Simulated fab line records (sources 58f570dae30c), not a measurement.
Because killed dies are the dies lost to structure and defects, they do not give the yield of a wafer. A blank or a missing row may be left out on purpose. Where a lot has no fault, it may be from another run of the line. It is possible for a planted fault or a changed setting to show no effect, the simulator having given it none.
Which tool did it? :: flow berkeleyCmos170 :: 14 lots, 42 wafers sampled, at 4 steps of a route of 331

WHAT THE GAUGES SHOWED, per wafer
UCB170_M1_CD_MEAS_90: target cd 700 nm.
lot: L323
measured: day 7 23:24
on: cdSem-01
cdNm (nm): 700 701 699

lot: L324
measured: day 8 11:04
on: cdSem-02
cdNm (nm): 702 701 702

lot: L325
measured: day 8 10:49
on: cdSem-01
cdNm (nm): 701 700 705

lot: L326
measured: day 9 04:31
on: cdSem-02
cdNm (nm): 703 702 704

lot: L328
measured: day 9 02:36
on: cdSem-02
cdNm (nm): 701 704 699

lot: L331
measured: day 10 04:22
on: cdSem-02
cdNm (nm): 699 701 698

lot: L330
measured: day 10 06:58
on: cdSem-02
cdNm (nm): 677 680 679

lot: L329
measured: day 10 06:37
on: cdSem-02
cdNm (nm): 680 676 676

lot: L332
measured: day 10 06:18
on: cdSem-01
cdNm (nm): 703 704 702

lot: L333
measured: day 10 05:47
on: cdSem-02
cdNm (nm): 702 696 702

lot: L338
measured: day 11 07:38
on: cdSem-02
cdNm (nm): 680 684 679

lot: L337
measured: day 11 09:22
on: cdSem-01
cdNm (nm): 705 704 699

lot: L341
measured: day 11 20:44
on: cdSem-02
cdNm (nm): 700 705 702

lot: L346
measured: day 12 20:53
on: cdSem-02
cdNm (nm): 696 695 697

WHAT TOOL EACH LOT RAN ON (gives the tool, then ch and the chambers of the sampled wafers, and finally the start)
lot: L323
UCB170_NVT_STRIP_08: plasmaAsher-02 ch 0,1, day 6 05:30
UCB170_M1_METAL_ETCH_12: rieMetal-04 ch 1, day 7 23:05
UCB170_M1_STRIP_13: plasmaAsher-03 ch 0,1, day 7 23:17

lot: L324
UCB170_NVT_STRIP_08: plasmaAsher-02 ch 0,1, day 6 12:42
UCB170_M1_METAL_ETCH_12: rieMetal-01 ch 1, day 8 10:49
UCB170_M1_STRIP_13: plasmaAsher-01 ch 0,1, day 8 10:58

lot: L325
UCB170_NVT_STRIP_08: plasmaAsher-02 ch 0,1, day 6 16:09
UCB170_M1_METAL_ETCH_12: rieMetal-04 ch 0,1, day 8 10:35
UCB170_M1_STRIP_13: plasmaAsher-02 ch 0,1, day 8 10:43

lot: L326
UCB170_NVT_STRIP_08: plasmaAsher-02 ch 0,1, day 7 09:10
UCB170_M1_METAL_ETCH_12: rieMetal-04 ch 0,1, day 9 04:16
UCB170_M1_STRIP_13: plasmaAsher-02 ch 0, day 9 04:24

lot: L328
UCB170_NVT_STRIP_08: plasmaAsher-03 ch 0,1, day 7 09:26
UCB170_M1_METAL_ETCH_12: rieMetal-01 ch 0,1, day 9 02:21
UCB170_M1_STRIP_13: plasmaAsher-03 ch 0,1, day 9 02:29

lot: L331
UCB170_NVT_STRIP_08: plasmaAsher-04 ch 0,1, day 7 23:16
UCB170_M1_METAL_ETCH_12: rieMetal-01 ch 0,1, day 10 04:08
UCB170_M1_STRIP_13: plasmaAsher-03 ch 0,1, day 10 04:16

lot: L330
UCB170_NVT_STRIP_08: plasmaAsher-02 ch 0,1, day 7 23:49
UCB170_M1_METAL_ETCH_12: rieMetal-01 ch 0,1, day 10 06:44
UCB170_M1_STRIP_13: plasmaAsher-02 ch 0,1, day 10 06:52

lot: L329
UCB170_NVT_STRIP_08: plasmaAsher-04 ch 0,1, day 8 00:07
UCB170_M1_METAL_ETCH_12: rieMetal-01 ch 0,1, day 10 06:23
UCB170_M1_STRIP_13: plasmaAsher-02 ch 0,1, day 10 06:31

lot: L332
UCB170_NVT_STRIP_08: plasmaAsher-03 ch 0, day 8 05:16
UCB170_M1_METAL_ETCH_12: rieMetal-03 ch 1, day 10 06:04
UCB170_M1_STRIP_13: plasmaAsher-02 ch 0,1, day 10 06:12

lot: L333
UCB170_NVT_STRIP_08: plasmaAsher-04 ch 0,1, day 8 12:04
UCB170_M1_METAL_ETCH_12: rieMetal-04 ch 0,1, day 10 05:32
UCB170_M1_STRIP_13: plasmaAsher-03 ch 0,1, day 10 05:40

lot: L338
UCB170_NVT_STRIP_08: plasmaAsher-03 ch 0,1, day 9 11:30
UCB170_M1_METAL_ETCH_12: rieMetal-01 ch 0,1, day 11 07:23
UCB170_M1_STRIP_13: plasmaAsher-01 ch 0,1, day 11 07:31

lot: L337
UCB170_NVT_STRIP_08: plasmaAsher-02 ch 0,1, day 9 11:44
UCB170_M1_METAL_ETCH_12: rieMetal-04 ch 0,1, day 11 09:08
UCB170_M1_STRIP_13: plasmaAsher-02 ch 0,1, day 11 09:15

lot: L341
UCB170_NVT_STRIP_08: plasmaAsher-03 ch 0,1, day 10 02:58
UCB170_M1_METAL_ETCH_12: rieMetal-03 ch 0,1, day 11 20:30
UCB170_M1_STRIP_13: plasmaAsher-03 ch 0,1, day 11 20:38

lot: L346
UCB170_NVT_STRIP_08: plasmaAsher-03 ch 0,1, day 11 03:16
UCB170_M1_METAL_ETCH_12: rieMetal-03 ch 0, day 12 20:38
UCB170_M1_STRIP_13: plasmaAsher-02 ch 0,1, day 12 20:47
- UCB170_NVT_STRIP_08: strips in O2.
- UCB170_M1_METAL_ETCH_12: etches Al in Cl2/BCl3, stops on PSG, target depth 780 nm, time 130 s.
- UCB170_M1_STRIP_13: strips in O2.

WHAT THE TOOLS THEMSELVES READ (means of the sampled wafers that have a number; where no wafer has one, the mark that the record gives instead)
UCB170_NVT_STRIP_08.
lot: L323
tool: plasmaAsher-02
chamberPressureMTorr (mTorr): 3500
drypumpMotorCurrentA (A): 5.4
oesProductAu (a.u.): 0.735
stripTimeToEndpointS (s): 21.55

lot: L324
tool: plasmaAsher-02
chamberPressureMTorr (mTorr): 3501
drypumpMotorCurrentA (A): 5.4
oesProductAu (a.u.): 0.734
stripTimeToEndpointS (s): 21.55

lot: L325
tool: plasmaAsher-02
chamberPressureMTorr (mTorr): 3500
drypumpMotorCurrentA (A): 5.4
oesProductAu (a.u.): 0.735
stripTimeToEndpointS (s): 21.59

lot: L326
tool: plasmaAsher-02
chamberPressureMTorr (mTorr): 3501
drypumpMotorCurrentA (A): 5.0
oesProductAu (a.u.): 0.735
stripTimeToEndpointS (s): 21.69

lot: L328
tool: plasmaAsher-03
chamberPressureMTorr (mTorr): 3501
drypumpMotorCurrentA (A): 5.5
oesProductAu (a.u.): 0.737
stripTimeToEndpointS (s): 21.70

lot: L331
tool: plasmaAsher-04
chamberPressureMTorr (mTorr): 3501
drypumpMotorCurrentA (A): 6.6
oesProductAu (a.u.): 0.736
stripTimeToEndpointS (s): 21.67

lot: L330
tool: plasmaAsher-02
chamberPressureMTorr (mTorr): 3500
drypumpMotorCurrentA (A): 5.4
oesProductAu (a.u.): 0.737
stripTimeToEndpointS (s): 21.60

lot: L329
tool: plasmaAsher-04
chamberPressureMTorr (mTorr): 3501
drypumpMotorCurrentA (A): 6.6
oesProductAu (a.u.): 0.729
stripTimeToEndpointS (s): 21.62

lot: L332
tool: plasmaAsher-03
chamberPressureMTorr (mTorr): 3503
drypumpMotorCurrentA (A): 5.4
oesProductAu (a.u.): 0.732
stripTimeToEndpointS (s): 21.59

lot: L333
tool: plasmaAsher-04
chamberPressureMTorr (mTorr): 3499
drypumpMotorCurrentA (A): 6.6
oesProductAu (a.u.): 0.733
stripTimeToEndpointS (s): 21.65

lot: L338
tool: plasmaAsher-03
chamberPressureMTorr (mTorr): 3501
drypumpMotorCurrentA (A): 5.5
oesProductAu (a.u.): 0.733
stripTimeToEndpointS (s): 21.60

lot: L337
tool: plasmaAsher-02
chamberPressureMTorr (mTorr): 3500
drypumpMotorCurrentA (A): 5.4
oesProductAu (a.u.): 0.732
stripTimeToEndpointS (s): 21.61

lot: L341
tool: plasmaAsher-03
chamberPressureMTorr (mTorr): 3502
drypumpMotorCurrentA (A): 5.5
oesProductAu (a.u.): 0.737
stripTimeToEndpointS (s): 21.72

lot: L346
tool: plasmaAsher-03
chamberPressureMTorr (mTorr): 3502
drypumpMotorCurrentA (A): 5.5
oesProductAu (a.u.): 0.732
stripTimeToEndpointS (s): 21.73

UCB170_M1_METAL_ETCH_12.
lot: L323
tool: rieMetal-04
chamberPressureMTorr (mTorr): 11.993
drypumpMotorCurrentA (A): 5.1
oesProductAu (a.u.): 0.854
throttleValvePct (%): 24.45

lot: L324
tool: rieMetal-01
chamberPressureMTorr (mTorr): 12.006
drypumpMotorCurrentA (A): 5.2
oesProductAu (a.u.): 0.838
throttleValvePct (%): 24.43

lot: L325
tool: rieMetal-04
chamberPressureMTorr (mTorr): 11.993
drypumpMotorCurrentA (A): 5.1
oesProductAu (a.u.): 0.859
throttleValvePct (%): 24.45

lot: L326
tool: rieMetal-04
chamberPressureMTorr (mTorr): 12.006
drypumpMotorCurrentA (A): 5.1
oesProductAu (a.u.): 0.844
throttleValvePct (%): 24.45

lot: L328
tool: rieMetal-01
chamberPressureMTorr (mTorr): 11.999
drypumpMotorCurrentA (A): 5.4
oesProductAu (a.u.): 0.840
throttleValvePct (%): 24.40

lot: L331
tool: rieMetal-01
chamberPressureMTorr (mTorr): 11.992
drypumpMotorCurrentA (A): 5.5
oesProductAu (a.u.): 0.832
throttleValvePct (%): 24.37

lot: L330
tool: rieMetal-01
chamberPressureMTorr (mTorr): 12.001
drypumpMotorCurrentA (A): 5.6
oesProductAu (a.u.): 0.827
throttleValvePct (%): 24.36

lot: L329
tool: rieMetal-01
chamberPressureMTorr (mTorr): 11.999
drypumpMotorCurrentA (A): 5.5
oesProductAu (a.u.): 0.828
throttleValvePct (%): 24.36

lot: L332
tool: rieMetal-03
chamberPressureMTorr (mTorr): 11.994
drypumpMotorCurrentA (A): 4.7
oesProductAu (a.u.): 0.865
throttleValvePct (%): 24.40

lot: L333
tool: rieMetal-04
chamberPressureMTorr (mTorr): 11.997
drypumpMotorCurrentA (A): 5.1
oesProductAu (a.u.): 0.859
throttleValvePct (%): 24.44

lot: L338
tool: rieMetal-01
chamberPressureMTorr (mTorr): 11.992
drypumpMotorCurrentA (A): 5.4
oesProductAu (a.u.): 0.833
throttleValvePct (%): 24.40

lot: L337
tool: rieMetal-04
chamberPressureMTorr (mTorr): 11.991
drypumpMotorCurrentA (A): 5.0
oesProductAu (a.u.): 0.854
throttleValvePct (%): 24.44

lot: L341
tool: rieMetal-03
chamberPressureMTorr (mTorr): 11.997
drypumpMotorCurrentA (A): 5.6
oesProductAu (a.u.): 0.861
throttleValvePct (%): 24.38

lot: L346
tool: rieMetal-03
chamberPressureMTorr (mTorr): 12.003
drypumpMotorCurrentA (A): 6.1
oesProductAu (a.u.): 0.852
throttleValvePct (%): 24.38

UCB170_M1_STRIP_13.
lot: L323
tool: plasmaAsher-03
chamberPressureMTorr (mTorr): 3498
drypumpMotorCurrentA (A): 5.5
oesProductAu (a.u.): 0.726

lot: L324
tool: plasmaAsher-01
chamberPressureMTorr (mTorr): 3498
drypumpMotorCurrentA (A): 5.2
oesProductAu (a.u.): 0.724

lot: L325
tool: plasmaAsher-02
chamberPressureMTorr (mTorr): 3500
drypumpMotorCurrentA (A): 5.0
oesProductAu (a.u.): 0.718

lot: L326
tool: plasmaAsher-02
chamberPressureMTorr (mTorr): 3501
drypumpMotorCurrentA (A): 4.7
oesProductAu (a.u.): 0.722

lot: L328
tool: plasmaAsher-03
chamberPressureMTorr (mTorr): 3500
drypumpMotorCurrentA (A): 5.5
oesProductAu (a.u.): 0.719

lot: L331
tool: plasmaAsher-03
chamberPressureMTorr (mTorr): 3500
drypumpMotorCurrentA (A): 5.5
oesProductAu (a.u.): 0.726

lot: L330
tool: plasmaAsher-02
chamberPressureMTorr (mTorr): 3499
drypumpMotorCurrentA (A): 5.0
oesProductAu (a.u.): 0.440

lot: L329
tool: plasmaAsher-02
chamberPressureMTorr (mTorr): 3498
drypumpMotorCurrentA (A): 5.0
oesProductAu (a.u.): 0.456

lot: L332
tool: plasmaAsher-02
chamberPressureMTorr (mTorr): 3503
drypumpMotorCurrentA (A): 5.0
oesProductAu (a.u.): 0.718

lot: L333
tool: plasmaAsher-03
chamberPressureMTorr (mTorr): 3502
drypumpMotorCurrentA (A): 5.4
oesProductAu (a.u.): 0.716

lot: L338
tool: plasmaAsher-01
chamberPressureMTorr (mTorr): 3500
drypumpMotorCurrentA (A): 5.3
oesProductAu (a.u.): 0.445

lot: L337
tool: plasmaAsher-02
chamberPressureMTorr (mTorr): 3501
drypumpMotorCurrentA (A): 5.0
oesProductAu (a.u.): 0.720

lot: L341
tool: plasmaAsher-03
chamberPressureMTorr (mTorr): 3496
drypumpMotorCurrentA (A): 5.5
oesProductAu (a.u.): 0.720

lot: L346
tool: plasmaAsher-02
chamberPressureMTorr (mTorr): 3497
drypumpMotorCurrentA (A): 5.0
oesProductAu (a.u.): 0.718

THE ANSWER, worked out from the rows above alone
Rule: the lots themselves supply what counts as usual. The widest of any qualifying gaps counts: lots, ordered by their means at a reading, are off when they make up no more than a third of the lots, leave a main group of 4 or more, and stand apart from it by 3 or more times the standard deviation of that group's means. A main group is skipped when, at the precision printed for the reading in the tables above, its means are all equal. A lot without any number at a reading at which 4 lots or more have one is off too. Any other lot the step has rows for is counted as sound. Order of review: gauges by route order, followed by the tools' own readings, for which a lot's mean as printed above is used. The first step at which some lot is off is used, and at that step the reading that is off furthest; a lot without a number counts as furthest.
Off: L330, L329, L338, at UCB170_M1_CD_MEAS_90 (cdNm). The main group: mean 701 nm, standard deviation 2.
If a tool, at a process step before that reading, ran all the lots that are off and no sound lot after the first of them, it fits. Not tried: the gauges at UCB170_M1_CD_MEAS_90; whatever is off there is also off at UCB170_M1_STRIP_13, on other tools, and gauge error can't account for it. One candidate fits, namely rieMetal-01 at UCB170_M1_METAL_ETCH_12. Its last sound lot is L331 (day 10 04:08), its first lot that is off L329 (day 10 06:23): a fault that began between those two fits.

WHAT THE SIMULATOR HAD PUT IN
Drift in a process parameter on rieMetal-01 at UCB170_M1_METAL_ETCH_12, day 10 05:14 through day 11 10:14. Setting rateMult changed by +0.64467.
Shown lots that were struck: L329, L330, L338. The same result came from the rule above.
